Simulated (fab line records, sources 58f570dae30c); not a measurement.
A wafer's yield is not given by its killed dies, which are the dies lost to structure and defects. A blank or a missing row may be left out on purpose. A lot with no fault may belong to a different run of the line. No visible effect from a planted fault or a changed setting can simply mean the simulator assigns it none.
One fault seen from 2 desks / flow berkeleyCmos170 / numbers are kept per desk, each desk with only its own; the story behind them comes last

== FROM THE METROLOGY DESK ==
Means of the sampled wafers that have a number, per lot and without regard to the tool the lot ran on: this is what the gauges read. The brackets show how far a lot's mean lies from the usual mean; more than 4 standard deviations puts the lot out of limits, marked OUT.
Columns: A = ACTIVE_OXIDE_THK at UCB170_ACTIVE_THK_MEAS_03, usual 26.3 nm; B = cdNm at UCB170_ACTIVE_CD_MEAS_13, usual 1199.7 nm
lot=L306; first seen here=day 5 04:38; A=26.3; B=1199.2
lot=L307; first seen here=day 5 04:38; A=26.3; B=1197.3
lot=L304; first seen here=day 5 04:42; A=26.2; B=1199.0
lot=L305; first seen here=day 5 04:42; A=26.0; B=1200.6
lot=L308; first seen here=day 5 11:59; A=26.6; B=1201.6
lot=L310; first seen here=day 5 11:59; A=26.2; B=1203.1
lot=L309; first seen here=day 5 11:59; A=25.6; B=1199.1
lot=L311; first seen here=day 6 03:19; A=25.9; B=1200.5
lot=L314; first seen here=day 6 18:55; A=26.7; B=1201.6
lot=L315; first seen here=day 6 18:55; A=25.9; B=1198.7
lot=L316; first seen here=day 7 07:16; A=26.9; B=1202.7
lot=L318; first seen here=day 7 07:17; A=26.6; B=1199.3
lot=L319; first seen here=day 7 14:49; A=26.5; B=1201.3
lot=L324; first seen here=day 8 06:52; A=27.0; B=1198.5
Result from this desk: across the 14 lots, nothing is out of limits.

== THE TOOL OWNER'S DESK: wetBench-03 ==
The tool's own readings at UCB170_FIELD_WET_ETCH_05 (etches Si3N4 in H3PO4, time 12600 s): means of the sampled wafers that have a number, for each lot that ran on this tool. The brackets show how far a lot's mean lies from the usual mean; more than 4 standard deviations puts the lot out of limits, marked OUT.
Columns: A = bathGuardTempC at UCB170_FIELD_WET_ETCH_05, usual 159.8 C; B = runLengthS at UCB170_FIELD_WET_ETCH_05, usual 12628 s
lot=L304; first seen here=day 6 05:22; A=159.6; B=12633
lot=L305; first seen here=day 6 05:22; A=159.9; B=12634
lot=L306; first seen here=day 6 05:22; A=159.6; B=12634
lot=L307; first seen here=day 6 05:22; A=159.7; B=12635
lot=L308; first seen here=day 6 10:22; A=159.3; B=12634
lot=L309; first seen here=day 6 10:22; A=159.4; B=12633
lot=L310; first seen here=day 6 10:22; A=159.6; B=12634
lot=L311; first seen here=day 7 00:49; A=159.8; B=12627
lot=L316; first seen here=day 8 01:37; A=159.7; B=12626
lot=L318; first seen here=day 8 01:37; A=159.8; B=12625
lot=L319; first seen here=day 8 09:28; A=159.5; B=20186 (+99 or more) OUT
lot=L324; first seen here=day 9 07:58; A=159.9; B=20194 (+99 or more) OUT
Finding of this desk: L319, L324 out of limits; the first was L319 at day 8 09:28, on runLengthS at UCB170_FIELD_WET_ETCH_05. Within limits: L304, L305, L306, L307, L308, L309, L310, L311, L316, L318.

== ALL TOGETHER ==
An alarm could have come from the tool owner's desk at day 8 09:28, on L319, L324.
Metrology desk: nothing out of limits seen.
The metrology desk holds a record of L319, L324, inside its limits.
On wetBench-03, each named lot ran UCB170_FIELD_WET_ETCH_05.

== WHAT HAD BEEN PUT IN BY THE SIMULATOR ==
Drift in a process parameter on wetBench-03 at UCB170_FIELD_WET_ETCH_05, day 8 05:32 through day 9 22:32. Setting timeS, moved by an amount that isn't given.
Struck lots among those shown: L319, L324.
How many hours passed from the start of the fault until each desk's first out-of-limits reading: the tool owner's desk, 4.
